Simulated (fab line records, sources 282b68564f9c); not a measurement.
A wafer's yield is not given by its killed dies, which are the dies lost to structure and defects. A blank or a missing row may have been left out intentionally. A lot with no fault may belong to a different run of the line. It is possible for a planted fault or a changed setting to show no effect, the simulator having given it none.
A sampling plan put to the test :: flow rit cmos :: one fab line, 15 faults that these records tell of, each judged on the records of the lots that it struck; 2 more are left out, because the records don't allow judging them
What counts as the plan is the set of the line's own looks, namely the steps on the route at which a gauge or an inspection reads a wafer and does not change it. Where struck wafers have a number at a look and the file lists that look's usual mean and standard deviation on fault-free wafers, the look can be judged. Caught: at a look after the fault's first step, the mean of the struck wafers lies 4 or more of those standard deviations (sigma) from the usual mean. On the tool: the test repeated on the tool's own readings taken at the fault's steps. Another recipe on the struck wafers, or a record that is blank for them alone, also counts as caught.

== THE FAULTS, as the simulator had put them in ==
1. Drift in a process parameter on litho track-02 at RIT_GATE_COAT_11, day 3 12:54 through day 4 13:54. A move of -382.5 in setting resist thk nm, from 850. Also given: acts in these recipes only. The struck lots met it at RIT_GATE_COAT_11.
2. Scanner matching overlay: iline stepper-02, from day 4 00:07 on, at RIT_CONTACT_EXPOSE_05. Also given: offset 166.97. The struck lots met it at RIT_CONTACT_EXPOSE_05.
3. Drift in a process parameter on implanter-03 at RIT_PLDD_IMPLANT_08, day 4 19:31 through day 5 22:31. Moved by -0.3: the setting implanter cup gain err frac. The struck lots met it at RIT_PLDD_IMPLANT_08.
4. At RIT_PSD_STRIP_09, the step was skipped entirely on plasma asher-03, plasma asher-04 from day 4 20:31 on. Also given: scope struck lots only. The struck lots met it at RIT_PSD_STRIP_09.
5. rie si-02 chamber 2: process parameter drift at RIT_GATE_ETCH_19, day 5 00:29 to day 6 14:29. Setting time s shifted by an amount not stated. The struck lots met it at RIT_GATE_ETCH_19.
6. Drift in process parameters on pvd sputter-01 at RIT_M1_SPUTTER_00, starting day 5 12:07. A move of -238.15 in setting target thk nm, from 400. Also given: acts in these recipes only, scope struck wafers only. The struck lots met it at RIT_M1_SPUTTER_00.
7. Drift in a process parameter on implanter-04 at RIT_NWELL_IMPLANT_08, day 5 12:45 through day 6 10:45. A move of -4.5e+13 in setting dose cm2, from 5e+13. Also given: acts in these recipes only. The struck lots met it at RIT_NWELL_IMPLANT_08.
8. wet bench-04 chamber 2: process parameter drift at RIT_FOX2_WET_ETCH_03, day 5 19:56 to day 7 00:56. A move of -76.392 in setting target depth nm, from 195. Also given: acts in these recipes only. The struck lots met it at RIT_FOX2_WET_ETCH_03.
9. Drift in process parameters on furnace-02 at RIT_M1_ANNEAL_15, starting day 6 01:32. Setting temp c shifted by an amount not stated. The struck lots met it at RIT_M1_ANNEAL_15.
10. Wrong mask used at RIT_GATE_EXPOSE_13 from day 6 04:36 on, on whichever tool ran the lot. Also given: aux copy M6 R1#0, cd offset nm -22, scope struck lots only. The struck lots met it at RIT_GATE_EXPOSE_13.
11. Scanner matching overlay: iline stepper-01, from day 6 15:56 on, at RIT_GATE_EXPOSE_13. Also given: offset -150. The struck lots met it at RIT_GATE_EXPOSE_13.
12. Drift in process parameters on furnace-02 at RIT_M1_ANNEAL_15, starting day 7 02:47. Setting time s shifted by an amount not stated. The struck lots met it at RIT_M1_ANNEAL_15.
13. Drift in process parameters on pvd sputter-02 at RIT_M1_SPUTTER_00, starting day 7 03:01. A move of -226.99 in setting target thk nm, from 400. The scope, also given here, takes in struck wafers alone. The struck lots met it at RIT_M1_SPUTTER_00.
14. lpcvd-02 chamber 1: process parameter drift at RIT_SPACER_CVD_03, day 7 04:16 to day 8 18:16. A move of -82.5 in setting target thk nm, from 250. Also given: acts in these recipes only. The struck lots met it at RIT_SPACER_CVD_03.
15. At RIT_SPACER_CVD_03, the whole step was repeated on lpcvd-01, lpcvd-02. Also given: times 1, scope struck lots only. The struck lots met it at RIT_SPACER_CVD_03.

== WHAT THE PLAN SAW ==
fault: 1
on the tool itself: under 2 sigma
first look that catches it: RIT_GATE_CD_MEAS_16
reading, sigma: cd nm -37
median hours from its first step to that look: 0.8
hours from the fault's start to the first struck lot there: 6
judged looks passed uncaught: 0

fault: 2
on the tool itself: no reading that can be judged
first look that catches it: RIT_CONTACT_OVL_MEAS_09
reading, sigma: CONTACT_OVL +99 or beyond
median hours from its first step to that look: 0.6
hours from the fault's start to the first struck lot there: 3
judged looks passed uncaught: 0

fault: 3
on the tool itself: beam on s +21 sigma
first look that catches it: RIT_PLDD_TW_MEAS_10
reading, sigma: PLDD_TW +9.1
median hours from its first step to that look: 0.3
hours from the fault's start to the first struck lot there: 10
judged looks passed uncaught: 0

fault: 4
on the tool itself: the tool's record is blank for the struck wafers
first look that catches it: no look after it can be judged
reading, sigma: -
median hours from its first step to that look: -
hours from the fault's start to the first struck lot there: -
judged looks passed uncaught: 0

fault: 5
on the tool itself: run length s +83 sigma
first look that catches it: no look after it can be judged
reading, sigma: -
median hours from its first step to that look: -
hours from the fault's start to the first struck lot there: -
judged looks passed uncaught: 0

fault: 6
on the tool itself: under 2 sigma
first look that catches it: RIT_M1_RS_MEAS_01
reading, sigma: M1_AL_RS +99 or beyond
median hours from its first step to that look: 0.3
hours from the fault's start to the first struck lot there: 7
judged looks passed uncaught: 0

fault: 7
on the tool itself: dose ions cm2 -99 or beyond sigma
first look that catches it: RIT_NWELL_TW_MEAS_10
reading, sigma: NWELL_TW -92
median hours from its first step to that look: 0.3
hours from the fault's start to the first struck lot there: 4
judged looks passed uncaught: 0

fault: 8
on the tool itself: no reading that can be judged
first look that catches it: not the one look that can be judged after it
reading, sigma: -
median hours from its first step to that look: -
hours from the fault's start to the first struck lot there: -
judged looks passed uncaught: 1

fault: 9
on the tool itself: tube center temp C -99 or beyond sigma
first look that catches it: not the one look that can be judged after it
reading, sigma: -
median hours from its first step to that look: -
hours from the fault's start to the first struck lot there: -
judged looks passed uncaught: 1

fault: 10
on the tool itself: no reading that can be judged
first look that catches it: RIT_GATE_CD_MEAS_16
reading, sigma: cd nm -10
median hours from its first step to that look: 0.4
hours from the fault's start to the first struck lot there: 1
judged looks passed uncaught: 0

fault: 11
on the tool itself: no reading that can be judged
first look that catches it: RIT_GATE_OVL_MEAS_17
reading, sigma: GATE_OVL -99 or beyond
median hours from its first step to that look: 0.5
hours from the fault's start to the first struck lot there: 8
judged looks passed uncaught: 0

fault: 12
on the tool itself: under 2 sigma
first look that catches it: not the one look that can be judged after it
reading, sigma: -
median hours from its first step to that look: -
hours from the fault's start to the first struck lot there: -
judged looks passed uncaught: 1

fault: 13
on the tool itself: under 2 sigma
first look that catches it: RIT_M1_RS_MEAS_01
reading, sigma: M1_AL_RS +99 or beyond
median hours from its first step to that look: 0.3
hours from the fault's start to the first struck lot there: 4
judged looks passed uncaught: 0

fault: 14
on the tool itself: no reading that can be judged
first look that catches it: RIT_SPACER_THK_MEAS_04
reading, sigma: SPACER_NITRIDE_THK -37
median hours from its first step to that look: 1.9
hours from the fault's start to the first struck lot there: 9
judged looks passed uncaught: 0

fault: 15
on the tool itself: under 2 sigma
first look that catches it: RIT_SPACER_THK_MEAS_04
reading, sigma: SPACER_NITRIDE_THK +99 or beyond
median hours from its first step to that look: 4.4
hours from the fault's start to the first struck lot there: -
judged looks passed uncaught: 0
A dash: the fault isn't caught, or these records don't give the number.

Caught at a look: 10 of 15. Caught on the tool: 5 of 15. By one or the other: 13 of 15.
Faults caught by the tool alone: 4, 5, 9.
Caught at a look alone: faults 1, 2, 6, 10, 11, 13, 14, 15.
Caught by neither: faults 8, 12.

== THINNER SAMPLING ==
In the worst case, this is how late the first struck lot would be measured if the look that catches a fault measured only every second or every third lot, by lot number:
fault: 1
struck lots at that look, in order of time: L685, L686, L687
every lot: 6 h
every second lot: 13 h
every third lot: 22 h

fault: 2
struck lots at that look, in order of time: L436, L438, L441
every lot: 3 h
every second lot: 42 h
every third lot: may miss all 3

fault: 3
struck lots at that look, in order of time: L509, L510
every lot: 10 h
every second lot: 13 h
every third lot: may miss all 2

fault: 6
struck lots at that look, in order of time: L345
every lot: 7 h
every second lot: may miss it
every third lot: may miss it

fault: 7
struck lots at that look, in order of time: L783, L782
every lot: 4 h
every second lot: 4 h
every third lot: may miss all 2

fault: 10
struck lots at that look, in order of time: L761
every lot: 1 h
every second lot: may miss it
every third lot: may miss it

fault: 11
struck lots at that look, in order of time: L278, L280
every lot: 8 h
every second lot: may miss all 2
every third lot: may miss all 2

fault: 13
struck lots at that look, in order of time: L682, L685
every lot: 4 h
every second lot: 17 h
every third lot: may miss all 2

fault: 14
struck lots at that look, in order of time: L289
every lot: 9 h
every second lot: may miss it
every third lot: may miss it
Hours are from the fault's start to the first struck lot that is measured. The limit of 4 sigma was tested on all struck wafers together, so one lot alone may lie under it. Other struck lots may not be in these records.

== THE LONGEST TIMED WAY FROM STEP TO LOOK ==
For fault 15, RIT_SPACER_CVD_03 and RIT_SPACER_THK_MEAS_04 are separated by a median of 4.4 hours. No look between them can be judged.
